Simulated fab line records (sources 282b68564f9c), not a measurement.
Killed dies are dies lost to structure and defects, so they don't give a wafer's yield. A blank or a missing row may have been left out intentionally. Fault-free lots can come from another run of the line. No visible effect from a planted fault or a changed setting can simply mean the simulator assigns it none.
fab line records	flow rit-cmos
record lots=6	wafers=18	last-day=7
route steps=202 shown ACTIVE@11 FOX1@20 FOX2@23 NWELL@28 PWELL@39 WELLDRIVE@50 M1@202
lots with no fault: from the same line, run without faults
start-h: hours from the record's first day to the start of the lot's first wafer shown	wait-h: hours from the lot's prior step to this one	" unchanged from the row above	L1.1+2: several wafers, shown together as one row	- no value, or no start was given	* or withheld: withheld	< > ~ a bound
route shown NAME@n: names a module that has steps shown in the file, with the first one's number in the route	usual: mean/standard deviation of fault-free wafers	same: alike in all rows	chamber/n: place in a boat	sites: each site's reading	_std_site: standard deviation across them	_edge_site: inner sites' mean taken away from outer sites' mean	radius-mm: how far each site lies from the wafer's centre	mask NAME#n: copy n	behind: tool/chamber where the wafer was last shaped	hold: reason for holding the lot/hours on hold/outcome of the hold	device: whichever transistor did not switch (one of n, p or np)	end of line: the route-end tests of the same wafers	a step without rows: its recipe alone	killed: count of dies lost to structure and defects at first sort (not the wafer's yield)	map: a wafer's dies, x killed, . not, _ none there
set.NAME: the setting that was run; set.NAME@STEP: the one run at that earlier step	model.NAME: the simulator's own value behind a step, which no gauge read
lots seen at some steps along the route; tables by step, rows by wafer
services: the hour from which a tool's chamber was out of use, counted from the record's first day as start-h (under 0 if before that day), plus the number of hours and why
## steps
# step RIT_ACTIVE_DEVELOP_10
# recipe resist=NOVOLAK	develop-time-s=50	dev-temp-c=23
# step RIT_ACTIVE_CD_MEAS_11
# recipe target-cd-nm=1400
# usual cd-nm=1400.3/2
lot.wafer	tool	chamber	start-h	wait-h	cd-nm
L387.1	cd-sem-01	-	45.47	-	1398.5
L387.2	"	-	"	"	1399.5
L387.3	"	-	"	"	1400.2
L392.1	cd-sem-01	-	69.57	-	1395.3
L392.2	"	-	"	"	1396.3
L392.6	"	-	"	"	1396.3
L393.1	cd-sem-01	-	74.44	-	1402.3
L393.5	"	-	"	"	1401.7
L393.6	"	-	"	"	1403.1
L395.2	cd-sem-01	-	84.58	-	1399.3
L395.4	"	-	"	"	1399.1
L395.5	"	-	"	"	1399.0
L400.1	cd-sem-01	-	110.44	-	1397.7
L400.3	"	-	"	"	1397.6
L400.4	"	-	"	"	1399.9
L403.1	cd-sem-01	-	124.44	-	1402.2
L403.2	"	-	"	"	1398.8
L403.3	"	-	"	"	1399.1
# step RIT_ACTIVE_HARDBAKE_12
# recipe resist=NOVOLAK	temp-c=140	time-s=60
# step RIT_ACTIVE_ETCH_13
# recipe stop-on=SiO2	chemistry=SF6	target=Si3N4	time-s=210	over-etch-frac=0.4	SF6_flow_sccm=200	pressure-mtorr=260	rf-w=125	target-depth-a=2100
# usual SF6_flow_sccm=200.0/0.59	drypump-motor-current-A=5.7/0.42	oes-product-au=0.824/0.01	throttle-valve-pct=7.52/0.12
lot.wafer	tool	chamber	start-h	wait-h	SF6_flow_sccm	drypump-motor-current-A	oes-product-au	rf-hours-counter-h	throttle-valve-pct
L387.1	rie-diel-02	2	45.74	0.1	200.7	5.3	0.814	167	7.71
L387.2	"	1	"	"	199.6	5.5	0.828	60	7.51
L387.3	"	0	"	"	200.2	6.3	0.818	137	7.58
L392.1	rie-diel-04	1	69.84	0.1	200.1	5.1	0.836	127	7.28
L392.2	"	2	"	"	199.2	6.2	0.826	109	7.61
L392.6	"	0	"	"	200.3	5.7	0.813	-	7.58
L393.1	rie-diel-02	2	74.71	0.1	199.8	5.3	0.830	0	7.72
L393.5	"	0	"	"	199.5	6.3	0.811	-	7.56
L393.6	"	3	"	"	200.0	5.8	0.831	-	7.39
L395.2	rie-diel-04	0	84.83	0.1	199.9	5.7	0.823	24	7.59
L395.4	"	3	"	"	199.8	5.8	0.806	0	7.54
L395.5	"	0	"	"	199.8	5.7	0.817	-	7.59
L400.1	rie-diel-01	2	110.84	0.1	200.6	6.5	0.807	26	7.41
L400.3	"	3	"	"	200.6	5.8	0.833	9	7.62
L400.4	"	0	"	"	200.1	6.1	0.818	24	7.55
L403.1	rie-diel-02	3	124.71	0.1	201.0	5.8	0.818	115	7.39
L403.2	"	1	"	"	199.4	5.5	0.834	61	7.51
L403.3	"	0	"	"	201.1	6.3	0.808	138	7.58
# step RIT_ACTIVE_STRIP_14
# recipe chemistry=O2	time-s=180	resist=NOVOLAK	platen-temp-c=withheld	power-w=500	pressure-mtorr=4000	o2-flow-sccm=4000
# usual drypump-motor-current-A=5.8/0.46
lot.wafer	tool	chamber	start-h	wait-h	drypump-motor-current-A	rf-hours-counter-h
L387.1	plasma-asher-02	1	45.87	0.1	5.9	40
L387.2	"	0	"	"	6.3	40
L387.3	"	0	"	"	6.3	-
L392.1	plasma-asher-01	0	69.97	0.1	5.1	44
L392.2	"	1	"	"	6.2	44
L392.6	"	1	"	"	6.3	-
L393.1	plasma-asher-01	1	74.84	0.1	6.2	44
L393.5	"	0	"	"	5.0	-
L393.6	"	1	"	"	6.2	-
L395.2	plasma-asher-01	1	84.97	0.1	6.2	45
L395.4	"	1	"	"	6.3	-
L395.5	"	0	"	"	5.1	-
L400.1	plasma-asher-01	0	110.97	0.1	5.1	48
L400.3	"	1	"	"	6.3	-
L400.4	"	0	"	"	5.1	-
L403.1	plasma-asher-02	0	124.84	0.1	6.3	50
L403.2	"	1	"	"	6.0	50
L403.3	"	1	"	"	6.0	-
# step RIT_ACTIVE_CD_MEAS_90
# recipe target-cd-nm=1400
# usual cd-nm=1400.3/2
lot.wafer	tool	chamber	start-h	wait-h	cd-nm
L387.1	cd-sem-02	-	46.05	0.1	1398.8
L387.2	"	-	"	"	1399.6
L387.3	"	-	"	"	1399.9
L392.1	cd-sem-01	-	70.15	0.1	1395.4
L392.2	"	-	"	"	1396.4
L392.6	"	-	"	"	1396.6
L393.1	cd-sem-02	-	75.02	0.1	1402.3
L393.5	"	-	"	"	1401.4
L393.6	"	-	"	"	1403.3
L395.2	cd-sem-01	-	85.16	0.1	1399.5
L395.4	"	-	"	"	1399.5
L395.5	"	-	"	"	1398.9
L400.1	cd-sem-01	-	111.15	0.1	1398.0
L400.3	"	-	"	"	1397.2
L400.4	"	-	"	"	1400.2
L403.1	cd-sem-02	-	125.02	0.1	1402.3
L403.2	"	-	"	"	1398.6
L403.3	"	-	"	"	1398.8
# step RIT_ACTIVE_CLEAN_15
# recipe chemistry=SC1	mix=3:3:50	time-s=600	temp-c=75
# step RIT_ACTIVE_CLEAN_16
# recipe chemistry=dHF	dilution=50:1	time-s=30
# step RIT_ACTIVE_CLEAN_17
# recipe chemistry=SC2	mix=3:3:50	time-s=600	temp-c=75	dry=n2-spin
# step RIT_FOX1_OXIDATION_00
# recipe temp-c=1100	ambient=H2O	target-thk-a=3507	p-h2o-torr=720	ox-time-s=1130
# step RIT_FOX1_THK_MEAS_01
# recipe reads=SiO2_of_FOX1_OXIDATION_00
# usual FOX1_OXIDE_THK=350/5.7
lot.wafer	tool	chamber	start-h	wait-h	FOX1_OXIDE_THK[nm]
L387.1	film-metro-04	-	48.61	0.0	363
L387.2	"	-	"	"	361
L387.3	"	-	"	"	358
L392.1	film-metro-04	-	73.37	0.0	344
L392.2	"	-	"	"	343
L392.6	"	-	"	"	341
L393.1	film-metro-02	-	77.65	0.0	352
L393.5	"	-	"	"	355
L393.6	"	-	"	"	351
L395.2	film-metro-02	-	88.55	0.0	353
L395.4	"	-	"	"	351
L395.5	"	-	"	"	354
L400.1	film-metro-02	-	112.97	0.0	349
L400.3	"	-	"	"	350
L400.4	"	-	"	"	345
L403.1	film-metro-02	-	127.71	0.0	349
L403.2	"	-	"	"	350
L403.3	"	-	"	"	351
# step RIT_FOX1_WET_ETCH_02
# recipe chemistry=BOE	target-depth-nm=350	time-s=390	temp-c=21.5	dry=n2-spin	dilution=10:1	target=SiO2
# step RIT_FOX2_OXIDATION_00
# recipe temp-c=1100	ambient=H2O	target-thk-a=3507	p-h2o-torr=720	ox-time-s=1130
# usual ox-temp-c-max=1105.2/1.4
lot.wafer	tool	chamber	start-h	wait-h	ox-temp-c-max
L387.1	furnace-01	0	49.30	0.5	1105.6
L387.2	"	0	"	"	1106.3
L387.3	"	0	"	"	1106.2
L392.1	furnace-03	0	73.54	0.0	1103.1
L392.2	"	0	"	"	1103.8
L392.6	"	0	"	"	1103.6
L393.1	furnace-04	0	77.82	0.0	1107.6
L393.5	"	0	"	"	1106.8
L393.6	"	0	"	"	1108.3
L395.2	furnace-01	0	89.14	0.4	1105.9
L395.4	"	0	"	"	1105.4
L395.5	"	0	"	"	1107.8
L400.1	furnace-04	0	113.14	0.0	1105.6
L400.3	"	0	"	"	1106.0
L400.4	"	0	"	"	1105.8
L403.1	furnace-04	0	127.94	0.1	1106.3
L403.2	"	0	"	"	1106.1
L403.3	"	0	"	"	1108.1
# step RIT_FOX2_THK_MEAS_01
# recipe reads=SiO2_of_FOX2_OXIDATION_00
# usual FOX2_OXIDE_THK=351/7.1
lot.wafer	tool	chamber	start-h	wait-h	FOX2_OXIDE_THK[nm]
L387.1	film-metro-01	-	50.61	0.0	337
L387.2	"	-	"	"	342
L387.3	"	-	"	"	341
L392.1	film-metro-01	-	74.86	0.0	346
L392.2	"	-	"	"	349
L392.6	"	-	"	"	349
L393.1	film-metro-03	-	79.14	0.0	353
L393.5	"	-	"	"	352
L393.6	"	-	"	"	352
L395.2	film-metro-02	-	90.47	0.0	347
L395.4	"	-	"	"	345
L395.5	"	-	"	"	343
L400.1	film-metro-02	-	114.46	0.0	350
L400.3	"	-	"	"	359
L400.4	"	-	"	"	355
L403.1	film-metro-01	-	129.26	0.0	359
L403.2	"	-	"	"	362
L403.3	"	-	"	"	358
# step RIT_FOX2_CLEAN_02
# recipe chemistry=dHF	dilution=50:1	time-s=180
# step RIT_FOX2_WET_ETCH_03
# recipe chemistry=H3PO4	target=Si3N4	target-depth-nm=195	temp-c=165	time-s=2700
# step RIT_FOX2_THK_MEAS_90
# recipe reads=SiO2_of_FOX2_OXIDATION_00
# usual FIELD_OXIDE_LEFT_1_THK=323/7.1
lot.wafer	tool	chamber	start-h	wait-h	FIELD_OXIDE_LEFT_1_THK[nm]
L387.1	film-metro-01	-	51.49	0.0	309
L387.2	"	-	"	"	314
L387.3	"	-	"	"	314
L392.1	film-metro-03	-	75.81	0.0	319
L392.2	"	-	"	"	322
L392.6	"	-	"	"	322
L393.1	film-metro-03	-	80.16	0.0	326
L393.5	"	-	"	"	325
L393.6	"	-	"	"	324
L395.2	film-metro-01	-	91.41	0.0	320
L395.4	"	-	"	"	317
L395.5	"	-	"	"	316
L400.1	film-metro-03	-	115.40	0.0	323
L400.3	"	-	"	"	332
L400.4	"	-	"	"	328
L403.1	film-metro-02	-	130.14	0.0	332
L403.2	"	-	"	"	335
L403.3	"	-	"	"	331
# step RIT_NWELL_HMDS_00
# recipe prime-time-s=60	prime-temp-c=140
# step RIT_NWELL_COAT_01
# recipe resist=NOVOLAK	spin-rpm=2000	resist-thk-nm=1300
# step RIT_NWELL_SOFTBAKE_02
# recipe resist=NOVOLAK	temp-c=90	time-s=60
# step RIT_NWELL_EXPOSE_03
# recipe mask-id=M2	na=0.57	target-cd-nm=43900	dose-mj=250
# step RIT_NWELL_PEB_04
# recipe resist=NOVOLAK	temp-c=withheld	time-s=withheld
# step RIT_NWELL_DEVELOP_05
# recipe resist=NOVOLAK	develop-time-s=68	dev-temp-c=23
# step RIT_NWELL_OVL_MEAS_06
# usual NWELL_OVL=0.4/1.1
lot.wafer	tool	chamber	start-h	wait-h	NWELL_OVL[nm]
L387.1	overlay-01	-	52.57	-	-0.6
L387.2	"	-	"	"	0.8
L387.3	"	-	"	"	0.3
L392.1	overlay-01	-	76.75	-	1.0
L392.2	"	-	"	"	0.1
L392.6	"	-	"	"	-1.0
L393.1	overlay-01	-	81.23	-	-2.8
L393.5	"	-	"	"	-1.0
L393.6	"	-	"	"	-1.1
L395.2	overlay-01	-	92.35	-	1.7
L395.4	"	-	"	"	-0.5
L395.5	"	-	"	"	1.9
L400.1	overlay-02	-	116.47	-	0.6
L400.3	"	-	"	"	0.3
L400.4	"	-	"	"	-1.5
L403.1	overlay-02	-	131.21	-	1.3
L403.2	"	-	"	"	0.5
L403.3	"	-	"	"	1.5
# step RIT_NWELL_HARDBAKE_07
# recipe resist=NOVOLAK	temp-c=140	time-s=120
# step RIT_NWELL_IMPLANT_08
# recipe species=P	energy-kev=170	dose-cm2=5e+13	tilt-deg=7
# step RIT_NWELL_STRIP_09
# recipe chemistry=O2	time-s=180	resist=NOVOLAK	platen-temp-c=withheld	power-w=500	pressure-mtorr=4000	o2-flow-sccm=4000
# usual drypump-motor-current-A=5.8/0.45
lot.wafer	tool	chamber	start-h	wait-h	drypump-motor-current-A	rf-hours-counter-h
L387.1	plasma-asher-03	0	53.00	0.1	5.9	26
L387.2	"	1	"	"	5.8	26
L387.3	"	0	"	"	5.9	-
L392.1	plasma-asher-01	1	77.18	0.1	6.3	44
L392.2	"	0	"	"	5.1	44
L392.6	"	1	"	"	6.3	-
L393.1	plasma-asher-01	0	81.66	0.1	5.0	45
L393.5	"	1	"	"	6.2	-
L393.6	"	0	"	"	5.1	-
L395.2	plasma-asher-01	1	92.78	0.1	6.2	46
L395.4	"	1	"	"	6.3	-
L395.5	"	1	"	"	6.3	-
L400.1	plasma-asher-03	0	116.90	0.1	6.0	32
L400.3	"	0	"	"	5.9	-
L400.4	"	1	"	"	5.8	-
L403.1	plasma-asher-01	0	131.65	0.1	5.0	51
L403.2	"	1	"	"	6.3	51
L403.3	"	0	"	"	5.0	-
# step RIT_NWELL_TW_MEAS_10
# usual NWELL_TW=2147/23
lot.wafer	tool	chamber	start-h	wait-h	NWELL_TW
L387.1	film-metro-02	-	53.18	0.1	2140
L387.2	"	-	"	"	2121
L387.3	"	-	"	"	2129
L392.1	film-metro-03	-	77.36	0.1	2177
L392.2	"	-	"	"	2182
L392.6	"	-	"	"	2171
L393.1	film-metro-03	-	81.84	0.1	2167
L393.5	"	-	"	"	2170
L393.6	"	-	"	"	2171
L395.2	film-metro-03	-	92.96	0.1	2174
L395.4	"	-	"	"	2183
L395.5	"	-	"	"	2161
L400.1	film-metro-04	-	117.08	0.1	2149
L400.3	"	-	"	"	2154
L400.4	"	-	"	"	2152
L403.1	film-metro-02	-	131.82	0.1	2134
L403.2	"	-	"	"	2125
L403.3	"	-	"	"	2123
# step RIT_PWELL_HMDS_00
# recipe prime-time-s=60	prime-temp-c=140
# step RIT_PWELL_COAT_01
# recipe resist=NOVOLAK	spin-rpm=2000	resist-thk-nm=1300
# step RIT_PWELL_SOFTBAKE_02
# recipe resist=NOVOLAK	temp-c=90	time-s=60
# step RIT_PWELL_EXPOSE_03
# recipe mask-id=M3	na=0.57	target-cd-nm=43700	dose-mj=250
# step RIT_PWELL_PEB_04
# recipe resist=NOVOLAK	temp-c=withheld	time-s=withheld
# step RIT_PWELL_DEVELOP_05
# recipe resist=NOVOLAK	develop-time-s=68	dev-temp-c=23
# step RIT_PWELL_OVL_MEAS_06
# usual PWELL_OVL=0.4/1.6
lot.wafer	tool	chamber	start-h	wait-h	PWELL_OVL[nm]
L387.1	overlay-01	-	54.12	-	-0.1
L387.2	"	-	"	"	1.0
L387.3	"	-	"	"	1.6
L392.1	overlay-01	-	78.30	-	-2.4
L392.2	"	-	"	"	0.4
L392.6	"	-	"	"	0.0
L393.1	overlay-02	-	82.78	-	-1.3
L393.5	"	-	"	"	-1.0
L393.6	"	-	"	"	-0.6
L395.2	overlay-02	-	93.90	-	1.3
L395.4	"	-	"	"	0.1
L395.5	"	-	"	"	1.1
L400.1	overlay-01	-	118.03	-	-0.9
L400.3	"	-	"	"	1.3
L400.4	"	-	"	"	-0.1
L403.1	overlay-02	-	132.76	-	-0.5
L403.2	"	-	"	"	-0.4
L403.3	"	-	"	"	-2.1
# step RIT_PWELL_HARDBAKE_07
# recipe resist=NOVOLAK	temp-c=140	time-s=120
# step RIT_PWELL_IMPLANT_08
# recipe species=B	energy-kev=170	dose-cm2=7e+13	tilt-deg=7
# step RIT_PWELL_STRIP_09
# recipe chemistry=O2	time-s=180	resist=NOVOLAK	platen-temp-c=withheld	power-w=500	pressure-mtorr=4000	o2-flow-sccm=4000
# usual drypump-motor-current-A=5.95/0.24
lot.wafer	tool	chamber	start-h	wait-h	drypump-motor-current-A	rf-hours-counter-h
L387.1	plasma-asher-03	0	54.55	0.1	5.94	26
L387.2	"	1	"	"	5.83	26
L387.3	"	1	"	"	5.82	-
L392.1	plasma-asher-02	1	78.74	0.1	5.91	44
L392.2	"	0	"	"	6.35	44
L392.6	"	0	"	"	6.35	-
L393.1	plasma-asher-04	0	83.21	0.1	6.19	43
L393.5	"	0	"	"	6.20	-
L393.6	"	1	"	"	5.53	-
L395.2	plasma-asher-04	0	94.33	0.1	6.22	44
L395.4	"	1	"	"	5.53	-
L395.5	"	0	"	"	6.23	-
L400.1	plasma-asher-02	0	118.47	0.1	6.31	49
L400.3	"	0	"	"	6.31	-
L400.4	"	1	"	"	5.90	-
L403.1	plasma-asher-04	0	133.20	0.1	6.21	2
L403.2	"	1	"	"	5.50	2
L403.3	"	1	"	"	5.51	-
# step RIT_PWELL_TW_MEAS_10
# usual PWELL_TW=955/11
lot.wafer	tool	chamber	start-h	wait-h	PWELL_TW
L387.1	film-metro-03	-	54.73	0.1	971
L387.2	"	-	"	"	965
L387.3	"	-	"	"	966
L392.1	film-metro-04	-	78.91	0.1	960
L392.2	"	-	"	"	956
L392.6	"	-	"	"	956
L393.1	film-metro-03	-	83.39	0.1	966
L393.5	"	-	"	"	960
L393.6	"	-	"	"	962
L395.2	film-metro-02	-	94.52	0.1	938
L395.4	"	-	"	"	936
L395.5	"	-	"	"	942
L400.1	film-metro-02	-	118.64	0.1	941
L400.3	"	-	"	"	950
L400.4	"	-	"	"	944
L403.1	film-metro-02	-	133.37	0.1	952
L403.2	"	-	"	"	952
L403.3	"	-	"	"	950
# step RIT_WELLDRIVE_ANNEAL_00
# recipe temp-c=1100	time-s=14700	ambient=N2
# step RIT_WELLDRIVE_RS_MEAS_01
# recipe thk-meas-gauge=four-point-probe
# usual NWELL_RS=275.3/0.64
lot.wafer	tool	chamber	start-h	wait-h	NWELL_RS[ohm/sq]
L387.1	film-metro-03	-	60.64	0.0	275.1
L387.2	"	-	"	"	274.6
L387.3	"	-	"	"	274.2
L392.1	film-metro-03	-	84.22	0.0	275.4
L392.2	"	-	"	"	274.7
L392.6	"	-	"	"	275.1
L393.1	film-metro-04	-	89.21	0.0	274.8
L393.5	"	-	"	"	274.7
L393.6	"	-	"	"	274.8
L395.2	film-metro-02	-	100.78	0.0	275.6
L395.4	"	-	"	"	275.6
L395.5	"	-	"	"	275.5
L400.1	film-metro-03	-	124.68	0.0	273.6
L400.3	"	-	"	"	274.7
L400.4	"	-	"	"	274.7
L403.1	film-metro-04	-	139.22	0.0	275.7
L403.2	"	-	"	"	276.0
L403.3	"	-	"	"	276.1
# step RIT_WELLDRIVE_RS_MEAS_02
# recipe thk-meas-gauge=four-point-probe
# usual PWELL_RS=429.4/1.3
lot.wafer	tool	chamber	start-h	wait-h	PWELL_RS[ohm/sq]
L387.1	film-metro-03	-	60.76	0.1	428.5
L387.2	"	-	"	"	427.8
L387.3	"	-	"	"	427.7
L392.1	film-metro-03	-	84.34	0.1	429.3
L392.2	"	-	"	"	428.8
L392.6	"	-	"	"	430.2
L393.1	film-metro-04	-	89.33	0.1	431.6
L393.5	"	-	"	"	428.9
L393.6	"	-	"	"	429.2
L395.2	film-metro-02	-	100.90	0.1	431.8
L395.4	"	-	"	"	430.4
L395.5	"	-	"	"	432.2
L400.1	film-metro-03	-	124.80	0.1	429.7
L400.3	"	-	"	"	429.6
L400.4	"	-	"	"	428.5
L403.1	film-metro-04	-	139.34	0.1	427.2
L403.2	"	-	"	"	428.4
L403.3	"	-	"	"	427.9
# step RIT_M1_PROBE_99
# usual killed-at-contacts=0.1/0.24	killed-at-front-end=7/3.2	killed-dies=7/3.2	killed-on-rim=1.9/1.4	killed-open=3.6/2.1	killed-short=3.5/2
# same gross-dies=264	killed_at_M0_to_M3=0	killed_at_M4_up=0	killed-at-back-side=0	killed-at-other=0
lot.wafer	tool	chamber	start-h	wait-h	killed-at-contacts	killed-at-front-end	killed-dies	killed-on-rim	killed-open	killed-short
L393.1	prober-02	-	122.51	0.1	0	7	7	3	4	3
L393.5	prober-02	-	122.71	0.2	0	8	8	3	6	2
L393.6	prober-02	-	122.76	0.2	0	5	5	2	3	2
L400.1	prober-01	-	155.88	0.1	0	171	171	41	1	3
L400.3	prober-01	-	155.98	0.2	0	160	160	39	2	3
L400.4	prober-01	-	156.03	0.2	0	185	185	51	1	3
L403.1	prober-02	-	170.40	0.1	1	182	183	50	2	5
L403.2	prober-02	-	170.45	0.1	0	187	187	50	2	3
L403.3	prober-02	-	170.50	0.2	0	174	174	45	4	2
# killed by level:class
L393.1 FOX1:geometric-particle:open=2 GATE:geometric-particle:short=1 GATE:geometric-particle:open=1 REOX:geometric-particle:short=1 SPACER:geometric-particle:short=1 SPACER:geometric-particle:open=1
L393.5 FOX1:geometric-particle:open=2 SILICIDE:geometric-particle:open=2 FOX1:geometric-particle:short=1 GATE:geometric-particle:open=1 SPACER:geometric-particle:short=1 SPACER:geometric-particle:open=1
L393.6 GATE:geometric-particle:open=2 GATE:geometric-particle:short=1 SPACER:geometric-particle:short=1 SPACER:geometric-particle:open=1
L400.1 FOX2:unspecified=167 FOX1:geometric-particle:open=1 GATE:geometric-particle:short=1 REOX:geometric-particle:short=1 SILICIDE:geometric-particle:short=1
L400.3 FOX2:unspecified=155 GATE:geometric-particle:short=2 GATE:geometric-particle:open=2 REOX:geometric-particle:short=1
L400.4 FOX2:unspecified=181 GATE:geometric-particle:short=3 FOX1:geometric-particle:open=1
L403.1 FOX2:unspecified=176 FOX1:geometric-particle:short=2 FOX2:geometric-particle:open=1 GATE:geometric-particle:short=1 SILICIDE:geometric-particle:open=1 SILICIDE:geometric-particle:short=1 CONTACT:geometric-particle:short=1
L403.2 FOX2:unspecified=182 GATE:geometric-particle:short=2 FOX2:geometric-particle:open=1 GATE:geometric-particle:open=1 REOX:geometric-particle:short=1
L403.3 FOX2:unspecified=168 FOX2:geometric-particle:open=2 FOX1:geometric-particle:short=1 FOX1:geometric-particle:open=1 GATE:geometric-particle:short=1 SILICIDE:geometric-particle:open=1
# map L400.4 (x killed, . not)
________x.xx.xx_______
_____xxxxx..xx.xxx____
____xx.xx.xx.xxxx.x___
___x.xx.xxx.xxx....x__
__xxxxx..x.xxxx.xxx.x_
__.x.xxxxx.x.x....x.._
_xxx..x.xx.xxxxx.x...x
_x..xxx.xxx.x.xxxxxxxx
_xx..x.xxxxxx.xx.x.x..
_xxx.xxxxxxxx.xxxxxx..
__xx.xxxxx.x.xx.xx..x_
__xxxxxxxxxx.xxxxxxxx_
___.xxx.xxxx....x..x__
____x.xxxx..xxx.xxx___
_____xxxx.xxxxxxx.____
________.xxxx.x_______
# map L403.2 (x killed, . not)
________x...x.x_______
_____xxxxxx.xxx.x.____
____xxx.xx..xxxx.xx___
___..x.xxxxxx..xx.xx__
__.x.xx.xxxxxxxx.x.xx_
__xx.xxxxx.xxxx.x.x.x_
_xx..x.x.x.x.xxx..xxxx
_.xxxx.xxxxxxxx.xxxxxx
_.xxxx.xx...x..x.xxxxx
_xxxxxxxxxx.....xxxx.x
__xxxx.xxxxxx..xx.x.x_
__.xxxxxxxx.xx.xxx..._
___xxxx.xxxxxx.xxxxx__
____xx...xxx..x.x.x___
_____xxx..xxxxxxxx____
________.xxx.x._______
## services
tool	chamber	start-h	hours	kind
furnace-01	-	22.12	3.6	pm
plasma-asher-03	-	27.07	0.7	repair
furnace-04	-	28.30	3.6	pm
plasma-asher-02	-	33.44	0.7	repair
rie-diel-04	2	55.60	5.4	repair
rie-diel-02	2	58.13	-	clean
rie-diel-02	2	58.13	14.6	scheduled-down
rie-diel-02	2	58.13	14.6	vent-cycle
rie-diel-04	3	62.73	-	clean
rie-diel-04	3	62.73	14.3	scheduled-down
rie-diel-04	3	62.73	14.3	vent-cycle
rie-diel-02	1	107.61	3.9	repair
plasma-asher-04	-	108.75	9.0	pm
plasma-asher-04	0	108.75	9.0	vent-cycle
plasma-asher-04	1	108.75	9.0	vent-cycle
plasma-asher-03	-	109.64	4.5	repair
plasma-asher-04	0	117.75	-	clean
plasma-asher-04	1	117.75	-	clean
rie-diel-02	-	132.26	14.6	pm
furnace-03	-	132.80	3.2	pm
## key
first-sign step=RIT_M1_PROBE_99	reading=killed-at-front-end	direction=up	sigmas=53	usual=7	struck=176
effect step=RIT_M1_PROBE_99	reading=killed-dies	direction=up	sigmas=53	usual=7	struck=177
met-at RIT_FOX2_OXIDATION_00
struck-wafers L400.1,L400.3,L400.4,L403.1,L403.2,L403.3
tester-left-out L400,L403
onset-between 77.82 113.14
also-fits time
fault kind=chamber-particle-source	tool=furnace-04	chamber=-	onset-h=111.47	steps=RIT_FOX2_OXIDATION_00	rate-per-visit-cm2=1.9948	end-h=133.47
# tester-left-out: of these lots the tester's yield and bins aren't shown, on N5 and GAA mostly nor the transistor test; their killed dies are dies lost to structure and defects alone, not to doping, threshold or leakage, so they don't give the yield
